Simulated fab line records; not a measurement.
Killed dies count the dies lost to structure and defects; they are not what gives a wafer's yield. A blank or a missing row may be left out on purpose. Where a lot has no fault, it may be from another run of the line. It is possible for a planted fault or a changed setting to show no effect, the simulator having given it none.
Which tool was responsible?	flow berkeley cmos170	route of 331 steps, sampled at 1 step: 15 lots, 45 wafers

== WHAT THE GAUGES READ, wafer by wafer ==
UCB170_PSD_OVL_MEAS_07.
lot	measured	on	PSD_OVL (nm)
L431	day 6 19:28	overlay-01	2 -11 5
L434	day 7 03:40	overlay-02	-6 1 0
L433	day 7 03:56	overlay-01	2 1 7
L435	day 7 22:16	overlay-01	-6 3 -1
L437	day 8 05:40	overlay-01	-2 1 0
L439	day 8 13:05	overlay-01	2 5 3
L438	day 8 13:36	overlay-01	-8 -2 -5
L436	day 8 13:58	overlay-01	3 4 8
L440	day 9 04:13	overlay-01	6 1 3
L444	day 10 07:50	overlay-01	1 -2 -2
L448	day 10 13:02	overlay-01	0 4 10
L447	day 10 13:17	overlay-01	-4 -4 -8
L451	day 11 01:16	overlay-01	5 13 18
L450	day 11 01:23	overlay-02	4 4 1
L452	day 11 09:38	overlay-01	2 -2 -3

== WHAT TOOL EACH LOT RAN ON (gives the tool, then ch and the chambers of the sampled wafers, and finally the start) ==
Record: no process step prior to these readings.

== WHAT THE TOOLS THEMSELVES READ (means of the sampled wafers that have a number; where no wafer has one, the mark that the record gives instead) ==
The record holds no such reading with a usual standard deviation.

== THE ANSWER, worked out from the rows above alone ==
Rule: the usual values come from the lots themselves. The widest of any qualifying gaps counts: lots, ordered by their means at a reading, are off when they make up no more than a third of the lots, leave a main group of 4 or more, and stand apart from it by 3 or more times the standard deviation of that group's means. The tables above print the reading to a certain number of digits; a main group whose means all agree to those digits is not used. Also off: a lot with no number at a reading for which 4 or more lots have one. The other lots that the step has rows for count as sound. First the gauges in route order, then the tools' own readings, where a lot's mean is used as printed above. The first step at which some lot is off is used, and at that step the reading that is off furthest; a lot without a number counts as furthest.
No lot is off at any reading shown: from this, nothing can be told.

== WHAT WAS PUT IN BY THE SIMULATOR ==
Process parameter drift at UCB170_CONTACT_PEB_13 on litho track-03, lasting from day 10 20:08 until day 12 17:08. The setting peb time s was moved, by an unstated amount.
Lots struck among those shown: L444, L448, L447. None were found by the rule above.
